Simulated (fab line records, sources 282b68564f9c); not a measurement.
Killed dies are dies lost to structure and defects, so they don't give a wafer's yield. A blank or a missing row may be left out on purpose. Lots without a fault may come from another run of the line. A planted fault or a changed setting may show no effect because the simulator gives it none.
A struck lot beside a sound one | flow rit_cmos | 14 steps out of a route of 202
Sound: wafers L148.2, L148.4, L148.5. Struck: wafers L153.2, L153.3, L153.4. The cause comes at the end.
At each step with rows: each side's tool, then ch and its chambers, then its first start. Under that, the readings that differ: sound wafers | struck wafers | difference of the means | sigmas: that difference in standard deviations of wafers without a fault.
alike: readings whose means differ by less than 2 such deviations, and words and numbers that are the same on both sides. not compared: withheld readings, readings that some wafer has no value for, bounds like >300 that may hide the same value, and numbers for which the record gives no deviation and whose values overlap.
The two part at a step that has a row with sigmas, a row that says differs or no value, or rows on one side only. Numbers that don't overlap but have no deviation are shown without sigmas and don't part them. A reading that every wafer of one side lacks parts them only if that side has two wafers or more.

first, 4 steps without rows for these wafers: RIT_NSD_SOFTBAKE_02 (time 60 s); RIT_NSD_EXPOSE_03 (exposes mask M9, target cd 40700 nm); RIT_NSD_PEB_04; RIT_NSD_DEVELOP_05 (develop time 50 s).
RIT_NSD_OVL_MEAS_06:
  sound on overlay-01, day 3 05:53; struck on overlay-01, day 4 06:23
  alike: NSD_OVL
then, 2 steps without rows for these wafers: RIT_NSD_HARDBAKE_07 (time 60 s); RIT_NSD_IMPLANT_08.
RIT_NSD_STRIP_09: strips in O2, time 180 s.
  sound on plasma_asher-04 ch 0,1, day 3 06:13; struck on plasma_asher-04 ch 0,1, day 4 06:43
  alike: drypump_motor_current_A, rf_refl_power_W
  not compared: rf_hours_counter_h
RIT_NSD_TW_MEAS_10:
  sound on film_metro-02, day 3 06:24; struck on film_metro-01, day 4 06:54
  alike: NSD_TW
then, 3 steps without rows for these wafers: RIT_PSD_HMDS_00 (prime time 60 s); RIT_PSD_COAT_01 (resist thk 1000 nm); RIT_PSD_SOFTBAKE_02 (time 60 s).
RIT_PSD_EXPOSE_03: exposes mask M10, target cd 40900 nm.
  sound on iline_stepper-02 ch 0, day 3 06:55; struck on iline_stepper-02, day 4 07:25
  no value came back on the struck wafers for exposure_dose_mJ_cm2, focus_offset_nm (nm); on the sound wafers exposure_dose_mJ_cm2 reads 250.04 250.20 249.90
  alike: mask
then, 1 step without rows for these wafers: RIT_PSD_PEB_04.

WHERE THEY PART
Only at RIT_PSD_EXPOSE_03, within this record.

WHY: what the simulator had put in
Skipped step whole: iline_stepper-02, from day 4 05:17 on, at RIT_PSD_EXPOSE_03. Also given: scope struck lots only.
